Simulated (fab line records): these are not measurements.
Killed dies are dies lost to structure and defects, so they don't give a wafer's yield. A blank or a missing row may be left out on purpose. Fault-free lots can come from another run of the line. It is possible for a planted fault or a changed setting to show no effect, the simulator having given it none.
Comparing a struck lot with a sound one    flow rit-cmos    15 out of 202 route steps
Sound: the wafers L191.1, L191.4, L191.5. Wafers struck: L199.1, L199.4, L199.5. Last of all comes the cause.
At each step with rows: each side's tool, then ch and its chambers, then its first start. Under that, the readings that differ: sound wafers    struck wafers    difference of the means    sigmas: that difference in standard deviations of wafers without a fault.
alike: same words and numbers on both sides, and readings whose means sit less than 2 such deviations apart. not compared: any withheld reading, any reading some wafer has no value for, any bound like >300 that may hide the same value, and any number with overlapping values for which the record gives no deviation.
The two part at a step that has a row with sigmas, a row that says differs or no value, or rows on one side only. When numbers do not overlap yet have no deviation, they are printed without sigmas and do not part them. Lack of a reading on every wafer of one side parts them only where that side has two or more wafers.

first, 1 step without rows for these wafers: RIT_NRETRO_IMPLANT_08.
RIT_NRETRO_STRIP_09: strips in O2, time 180 s.
  sound on plasma-asher-04 ch 1, day 2 22:52; struck on plasma-asher-02 ch 0,1, day 4 18:15
  alike: chamber-pressure-mTorr, drypump-motor-current-A, run-length-s
  not compared: rf-hours-counter-h
RIT_NRETRO_TW_MEAS_10:
  sound on film-metro-03 at day 2 23:02; struck on film-metro-01 at day 4 18:26
  alike: NRETRO_TW
then, 6 steps without rows for these wafers: RIT_PRETRO_HMDS_00 (prime time 60 s); RIT_PRETRO_COAT_01 (resist thk 1300 nm); RIT_PRETRO_SOFTBAKE_02 (time 60 s); RIT_PRETRO_EXPOSE_03 (exposes mask M5, target cd 43700 nm); RIT_PRETRO_PEB_04; RIT_PRETRO_DEVELOP_05 (develop time 68 s).
RIT_PRETRO_OVL_MEAS_06:
  sound on overlay-02 at day 3 00:06; struck on overlay-01 at day 4 19:35
  alike: PRETRO_OVL
then, 2 steps without rows for these wafers: RIT_PRETRO_HARDBAKE_07 (time 120 s); RIT_PRETRO_IMPLANT_08.
RIT_PRETRO_STRIP_09: strips in O2, time 180 s.
  sound on plasma-asher-01 ch 0,1, day 3 00:32; struck on plasma-asher-04 ch 0,1, day 4 20:01
reading                                      sound              struck             difference  sigmas
run-length-s (s)                             208.5 209.1 209.2  27.0 27.1 27.4     -181.8      -99 or more
model.NOVOLAK_of_PRETRO_COAT_01.thk-nm (nm)  0 0 0              671.1 672.5 672.4  +672.0      
  alike: chamber-pressure-mTorr, drypump-motor-current-A
  not compared: rf-hours-counter-h
RIT_PRETRO_TW_MEAS_10:
  sound on film-metro-02 at day 3 00:43; struck on film-metro-02 at day 4 20:11
  alike: PRETRO_TW
RIT_M1_PROBE_99:
  sound on prober-01 at day 4 06:58; struck on prober-01 at day 5 23:25
reading              sound   struck                                                                difference                    sigmas
hold                 - - -   await-dispo/2.1h/scrap await-dispo/2.1h/scrap await-dispo/2.1h/scrap  no value on the sound wafers  
killed-at-front-end  12 7 6  264 264 264                                                           +256                          +85
killed-dies          12 7 6  264 264 264                                                           +256                          +85
killed-on-rim        2 1 3   70 70 70                                                              +68                           +57
  alike: killed-open, killed-short

== WHERE THEY PART ==
At RIT_PRETRO_STRIP_09 first; at RIT_M1_PROBE_99 last (within this record only).

WHY: whatever the simulator had introduced
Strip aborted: plasma-asher-04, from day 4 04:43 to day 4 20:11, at RIT_PRETRO_STRIP_09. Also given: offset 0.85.
